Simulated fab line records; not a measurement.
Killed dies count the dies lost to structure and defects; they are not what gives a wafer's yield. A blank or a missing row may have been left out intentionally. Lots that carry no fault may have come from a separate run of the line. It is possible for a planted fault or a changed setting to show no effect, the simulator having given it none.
Which tool did it? + flow ritCmos + 13 lots with 39 wafers sampled at 3 steps, on a route of 202 steps

== WHAT THE GAUGES READ, wafer by wafer ==
RIT_CONTACT_CD_MEAS_90: target cd 1000 nm.
| lot  | measured    | on       | cdNm (nm)            |
|------|-------------|----------|----------------------|
| L151 | day 3 10:01 | cdSem-02 | 999.2 1000.3 999.9   |
| L153 | day 3 20:21 | cdSem-02 | 1000.0 1000.7 999.5  |
| L154 | day 4 02:41 | cdSem-01 | 997.4 998.1 998.3    |
| L155 | day 4 09:45 | cdSem-02 | 1002.2 998.0 999.1   |
| L156 | day 4 11:55 | cdSem-01 | 1001.0 1002.6 1000.6 |
| L159 | day 4 21:08 | cdSem-01 | 999.8 1000.3 1000.9  |
| L160 | day 5 03:10 | cdSem-02 | 999.9 1000.2 1002.3  |
| L161 | day 5 10:37 | cdSem-02 | 998.4 998.2 998.3    |
| L162 | day 5 13:13 | cdSem-01 | 999.6 997.7 1000.7   |
| L163 | day 5 17:38 | cdSem-02 | 1000.7 1001.6 1003.1 |
| L170 | day 7 03:45 | cdSem-02 | 1001.6 1001.2 1000.4 |
| L172 | day 7 15:38 | cdSem-02 | 1002.1 1003.2 1002.8 |
| L173 | day 7 20:05 | cdSem-01 | 997.7 995.5 998.5    |

RIT_M1_OVL_MEAS_10.
| lot  | measured    | on         | M1_OVL (nm)    |
|------|-------------|------------|----------------|
| L151 | day 3 12:06 | overlay-01 | -1.5 -1.6 -0.3 |
| L153 | day 3 22:36 | overlay-02 | -0.3 -0.3 -0.7 |
| L154 | day 4 04:47 | overlay-01 | 1.6 -0.4 1.3   |
| L155 | day 4 11:57 | overlay-02 | -0.6 -1.1 2.1  |
| L156 | day 4 14:01 | overlay-02 | -0.5 -1.9 -0.3 |
| L159 | day 4 23:13 | overlay-02 | -1.4 -1.6 0.0  |
| L160 | day 5 05:08 | overlay-01 | 0.8 2.0 1.7    |
| L161 | day 5 12:43 | overlay-01 | -1.5 -1.8 2.0  |
| L162 | day 5 15:18 | overlay-01 | 1.8 0.9 1.6    |
| L163 | day 5 19:35 | overlay-01 | -0.8 -0.7 0.7  |
| L170 | day 7 06:02 | overlay-01 | -2.6 -2.6 1.9  |
| L172 | day 7 17:43 | overlay-01 | -0.7 -1.0 -1.5 |
| L173 | day 7 22:13 | overlay-01 | -0.1 -0.4 -1.1 |

== EACH LOT AND THE TOOL THAT RAN IT (in order: tool; ch and the chambers of the sampled wafers; start) ==
| lot  | RIT_CONTACT_CVD_00             |
|------|--------------------------------|
| L151 | pecvd-02 ch 1,2, day 3 08:14   |
| L153 | pecvd-03 ch 0,1, day 3 18:27   |
| L154 | pecvd-02 ch 0,1,2, day 4 00:48 |
| L155 | pecvd-01 ch 0,1, day 4 07:46   |
| L156 | pecvd-03 ch 0,1, day 4 09:49   |
| L159 | pecvd-03 ch 1,2, day 4 19:15   |
| L160 | pecvd-02 ch 1, day 5 01:22     |
| L161 | pecvd-01 ch 0,1,2, day 5 08:41 |
| L162 | pecvd-03 ch 0,2, day 5 11:09   |
| L163 | pecvd-02 ch 1,2, day 5 15:39   |
| L170 | pecvd-01 ch 0,1,2, day 7 02:00 |
| L172 | pecvd-02 ch 0,1, day 7 13:43   |
| L173 | pecvd-01 ch 1,2, day 7 18:19   |
- RIT_CONTACT_CVD_00: deposits SiO2 from TEOS, target thk 400 nm, time 61 s.

== AS READ BY THE TOOLS THEMSELVES (means over the sampled wafers that have a number; for cases with no such wafer, the mark the record gives instead) ==
RIT_CONTACT_CVD_00.
| lot  | tool     | heaterPowerW (W) | susceptorTempC (C) |
|------|----------|------------------|--------------------|
| L151 | pecvd-02 | 317              | 389.78             |
| L153 | pecvd-03 | 296              | 389.99             |
| L154 | pecvd-02 | 305              | 390.12             |
| L155 | pecvd-01 | 318              | 389.92             |
| L156 | pecvd-03 | 350              | 389.67             |
| L159 | pecvd-03 | 364              | 390.25             |
| L160 | pecvd-02 | 348              | 389.91             |
| L161 | pecvd-01 | 308              | 390.15             |
| L162 | pecvd-03 | 369              | 390.06             |
| L163 | pecvd-02 | 296              | 389.92             |
| L170 | pecvd-01 | 298              | 389.86             |
| L172 | pecvd-02 | 306              | 390.00             |
| L173 | pecvd-01 | 282              | 389.80             |

== THE ANSWER, worked out from the rows above alone ==
Rule: the lots themselves supply what counts as usual. Put in order of their means at a reading, lots are off if they are a third of the lots or fewer, leave a main group of 4 or more, and stand apart from it by a gap of 3 or more times the standard deviation of the main group's means; of several such gaps the widest counts. If all means in a main group match to the digits the tables above print for the reading, that group is not used. Also off: a lot with no number at a reading for which 4 or more lots have one. The other lots that the step has rows for count as sound. The gauges are gone through in route order, then the tools' own readings, and for those a lot's mean is taken as printed above. The first step at which some lot is off is used, and at that step the reading that is off furthest; a lot without a number counts as furthest.
No lot is off at any reading shown: from this, nothing can be told.

== WHAT THE SIMULATOR HAD PUT IN ==
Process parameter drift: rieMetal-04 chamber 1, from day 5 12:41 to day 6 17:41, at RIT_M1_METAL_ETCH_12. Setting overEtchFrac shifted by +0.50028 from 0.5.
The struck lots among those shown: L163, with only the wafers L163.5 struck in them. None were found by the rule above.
